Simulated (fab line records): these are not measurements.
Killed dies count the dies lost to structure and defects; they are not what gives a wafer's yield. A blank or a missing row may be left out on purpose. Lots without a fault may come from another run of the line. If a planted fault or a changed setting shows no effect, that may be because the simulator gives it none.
fab line records || flow rit-cmos
[record] {"lots": 13, "wafers": 39, "last-day": 7}
route steps=202 shown GATE@79 M1@202
lots untouched by any fault: they come from a run of this same line in which no faults occurred
start-h: the number of hours between the record's first day and the start of the first shown wafer of the lot || wait-h: how many hours have passed since the lot's step before this one || " as in the row above || L1.1+2: a row that stands for several wafers || - no value, or no start was given || * or withheld: withheld || < > ~ a bound
route shown NAME@n: NAME is a module with steps in the file, n the number in the route of the first one || usual: mean/standard deviation taken from wafers without a fault || same: alike in all rows || chamber/n: place in a boat || sites: per-site readings || _std_site: the standard deviation of these || _edge_site: the outer-site mean with the inner-site mean subtracted || radius-mm: how far each site lies from the wafer's centre || mask NAME#n: copy n || behind: the last tool/chamber to shape the wafer || hold: why the lot went on hold/how many hours it stayed there/how the hold came to an end || device: transistor that didn't switch, given as n, p or np || end of line: at the end of the route, the tests of the same wafers || where a step has no rows: the recipe by itself || killed: not the wafer's yield, but the dies lost to structure and defects at the first sort || map: the dies of a wafer, with x for killed, . for not killed, _ for no die there
set.NAME: setting as actually run; set.NAME@STEP: the setting as run at that earlier step || model.NAME: the simulator's own value behind a step, which no gauge read
route steps across a sampled set of lots; one table per step, one row per wafer
services: the hour from which a tool's chamber was out of use, counted from the record's first day as start-h (under 0 if before that day), plus the number of hours and why
[[steps]]
[step RIT_GATE_CLEAN_04]
[recipe] {"chemistry": "dHF", "dilution": "50:1", "time-s": 60, "dry": "n2-spin"}
[usual] {"run-length-s": "86.6/2.9"}
{"lot.wafer": "L502.1", "tool": "wet-bench-03", "chamber": 2, "start-h": 32.89, "wait-h": 0.0, "run-length-s": 85.8}
{"lot.wafer": "L502.2", "tool": "wet-bench-03", "chamber": 2, "start-h": 32.89, "wait-h": 0.0, "run-length-s": 85.8}
{"lot.wafer": "L502.4", "tool": "wet-bench-03", "chamber": 2, "start-h": 32.89, "wait-h": 0.0, "run-length-s": 85.8}
{"lot.wafer": "L503.1", "tool": "wet-bench-04", "chamber": 1, "start-h": 38.99, "wait-h": 0.0, "run-length-s": 91.5}
{"lot.wafer": "L503.2", "tool": "wet-bench-04", "chamber": 1, "start-h": 38.99, "wait-h": 0.0, "run-length-s": 91.5}
{"lot.wafer": "L503.6", "tool": "wet-bench-04", "chamber": 1, "start-h": 38.99, "wait-h": 0.0, "run-length-s": 91.5}
{"lot.wafer": "L504.2", "tool": "wet-bench-02", "chamber": 3, "start-h": 47.28, "wait-h": 0.0, "run-length-s": 84.7}
{"lot.wafer": "L504.4", "tool": "wet-bench-02", "chamber": 3, "start-h": 47.28, "wait-h": 0.0, "run-length-s": 84.7}
{"lot.wafer": "L504.6", "tool": "wet-bench-02", "chamber": 3, "start-h": 47.28, "wait-h": 0.0, "run-length-s": 84.7}
{"lot.wafer": "L505.1", "tool": "wet-bench-03", "chamber": 3, "start-h": 51.52, "wait-h": 0.0, "run-length-s": 92.6}
{"lot.wafer": "L505.4", "tool": "wet-bench-03", "chamber": 3, "start-h": 51.52, "wait-h": 0.0, "run-length-s": 92.6}
{"lot.wafer": "L505.6", "tool": "wet-bench-03", "chamber": 3, "start-h": 51.52, "wait-h": 0.0, "run-length-s": 92.6}
{"lot.wafer": "L506.1", "tool": "wet-bench-02", "chamber": 2, "start-h": 53.01, "wait-h": 0.0, "run-length-s": 85.4}
{"lot.wafer": "L506.3", "tool": "wet-bench-02", "chamber": 2, "start-h": 53.01, "wait-h": 0.0, "run-length-s": 85.4}
{"lot.wafer": "L506.4", "tool": "wet-bench-02", "chamber": 2, "start-h": 53.01, "wait-h": 0.0, "run-length-s": 85.4}
{"lot.wafer": "L511.1", "tool": "wet-bench-02", "chamber": 3, "start-h": 82.34, "wait-h": 0.0, "run-length-s": 143.5}
{"lot.wafer": "L511.3", "tool": "wet-bench-02", "chamber": 3, "start-h": 82.34, "wait-h": 0.0, "run-length-s": 143.5}
{"lot.wafer": "L511.4", "tool": "wet-bench-02", "chamber": 3, "start-h": 82.34, "wait-h": 0.0, "run-length-s": 143.5}
{"lot.wafer": "L516.2", "tool": "wet-bench-04", "chamber": 3, "start-h": 105.59, "wait-h": 0.0, "run-length-s": 85.5}
{"lot.wafer": "L516.3", "tool": "wet-bench-04", "chamber": 3, "start-h": 105.59, "wait-h": 0.0, "run-length-s": 85.5}
{"lot.wafer": "L516.6", "tool": "wet-bench-04", "chamber": 3, "start-h": 105.59, "wait-h": 0.0, "run-length-s": 85.5}
{"lot.wafer": "L517.1", "tool": "wet-bench-03", "chamber": 1, "start-h": 111.55, "wait-h": 0.0, "run-length-s": 84.5}
{"lot.wafer": "L517.4", "tool": "wet-bench-03", "chamber": 1, "start-h": 111.55, "wait-h": 0.0, "run-length-s": 84.5}
{"lot.wafer": "L517.5", "tool": "wet-bench-03", "chamber": 1, "start-h": 111.55, "wait-h": 0.0, "run-length-s": 84.5}
{"lot.wafer": "L518.1", "tool": "wet-bench-04", "chamber": 1, "start-h": 115.72, "wait-h": 0.0, "run-length-s": 85.7}
{"lot.wafer": "L518.3", "tool": "wet-bench-04", "chamber": 1, "start-h": 115.72, "wait-h": 0.0, "run-length-s": 85.7}
{"lot.wafer": "L518.4", "tool": "wet-bench-04", "chamber": 1, "start-h": 115.72, "wait-h": 0.0, "run-length-s": 85.7}
{"lot.wafer": "L520.3", "tool": "wet-bench-03", "chamber": 1, "start-h": 124.03, "wait-h": 0.0, "run-length-s": 85.1}
{"lot.wafer": "L520.4", "tool": "wet-bench-03", "chamber": 1, "start-h": 124.03, "wait-h": 0.0, "run-length-s": 85.1}
{"lot.wafer": "L520.6", "tool": "wet-bench-03", "chamber": 1, "start-h": 124.03, "wait-h": 0.0, "run-length-s": 85.1}
{"lot.wafer": "L523.3", "tool": "wet-bench-03", "chamber": 3, "start-h": 138.79, "wait-h": 0.0, "run-length-s": 85.6}
{"lot.wafer": "L523.4", "tool": "wet-bench-03", "chamber": 3, "start-h": 138.79, "wait-h": 0.0, "run-length-s": 85.6}
{"lot.wafer": "L523.6", "tool": "wet-bench-03", "chamber": 3, "start-h": 138.79, "wait-h": 0.0, "run-length-s": 85.6}
{"lot.wafer": "L524.1", "tool": "wet-bench-02", "chamber": 0, "start-h": 144.00, "wait-h": 0.0, "run-length-s": 86.0}
{"lot.wafer": "L524.3", "tool": "wet-bench-02", "chamber": 0, "start-h": 144.00, "wait-h": 0.0, "run-length-s": 86.0}
{"lot.wafer": "L524.4", "tool": "wet-bench-02", "chamber": 0, "start-h": 144.00, "wait-h": 0.0, "run-length-s": 86.0}
{"lot.wafer": "L525.1", "tool": "wet-bench-04", "chamber": 2, "start-h": 151.73, "wait-h": 0.0, "run-length-s": 84.7}
{"lot.wafer": "L525.4", "tool": "wet-bench-04", "chamber": 2, "start-h": 151.73, "wait-h": 0.0, "run-length-s": 84.7}
{"lot.wafer": "L525.5", "tool": "wet-bench-04", "chamber": 2, "start-h": 151.73, "wait-h": 0.0, "run-length-s": 84.7}
[step RIT_M1_PROBE_99]
[usual] {"killed_at_M0_to_M3": "0.0/0.12", "killed-at-contacts": "0.1/0.25", "killed-at-front-end": "6.8/2.7", "killed-dies": "6.8/2.7", "killed-open": "3.4/1.8", "killed-short": "3.5/1.7"}
[same] {"gross-dies": 264, "killed_at_M4_up": 0, "killed-at-back-side": 0, "killed-at-other": 0}
{"lot.wafer": "L511.4", "tool": "prober-01", "chamber": "-", "start-h": 128.35, "wait-h": 1.0, "killed_at_M0_to_M3": 0, "killed-at-contacts": 0, "killed-at-front-end": 5, "killed-dies": 5, "killed-open": 3, "killed-short": 2}
{"lot.wafer": "L517.1", "tool": "prober-01", "chamber": "-", "start-h": 138.31, "wait-h": 0.1, "killed_at_M0_to_M3": 0, "killed-at-contacts": 0, "killed-at-front-end": 6, "killed-dies": 6, "killed-open": 2, "killed-short": 4}
{"lot.wafer": "L517.4", "tool": "prober-01", "chamber": "-", "start-h": 138.46, "wait-h": 0.2, "killed_at_M0_to_M3": 0, "killed-at-contacts": 0, "killed-at-front-end": 6, "killed-dies": 6, "killed-open": 2, "killed-short": 4}
{"lot.wafer": "L517.5", "tool": "prober-01", "chamber": "-", "start-h": 138.51, "wait-h": 0.2, "killed_at_M0_to_M3": 0, "killed-at-contacts": 0, "killed-at-front-end": 9, "killed-dies": 9, "killed-open": 5, "killed-short": 4}
// killed by level:class
L511.4 GATE:geometric-particle:open=1 GATE:geometric-particle:short=1 REOX:geometric-particle:open=1 SILICIDE:geometric-particle:short=1 SILICIDE:geometric-particle:open=1
L517.1 REOX:geometric-particle:short=2 GATE:geometric-particle:short=1 REOX:geometric-particle:open=1 SPACER:geometric-particle:open=1 SILICIDE:geometric-particle:short=1
L517.4 GATE:geometric-particle:open=2 GATE:geometric-particle:short=2 FOX2:geometric-particle:short=1 SILICIDE:geometric-particle:short=1
L517.5 GATE:geometric-particle:short=3 FOX2:geometric-particle:open=2 FOX1:geometric-particle:short=1 GATE:geometric-particle:open=1 REOX:geometric-particle:open=1 SILICIDE:geometric-particle:open=1
[[services]]
{"tool": "wet-bench-03", "chamber": "-", "start-h": 116.04, "hours": 1.7, "kind": "repair"}
{"tool": "wet-bench-02", "chamber": "-", "start-h": 128.45, "hours": 1.8, "kind": "repair"}
[[key]]
[first-sign] {"step": "RIT_GATE_CLEAN_04", "reading": "run-length-s", "direction": "up", "sigmas": 19, "usual": "*", "struck": "*"}
effect none on later readings
met-at RIT_GATE_CLEAN_04
struck-lots L511
struck-wafers L511.1,L511.3,L511.4
tester-left-out L511
onset-between 47.28 82.34
[fault] {"kind": "process-parameter-drift", "tool": "wet-bench-02", "chamber": 3, "onset-h": 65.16, "steps": "RIT_GATE_CLEAN_04", "channel": "time-s", "offset": "*", "shape": "step", "end-h": 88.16, "acts-in": "*", "stated": "*"}
// tester-left-out: of these lots the tester's yield and bins aren't shown, on N5 and GAA mostly nor the transistor test; their killed dies are dies lost to structure and defects alone, not to doping, threshold or leakage, so they don't give the yield
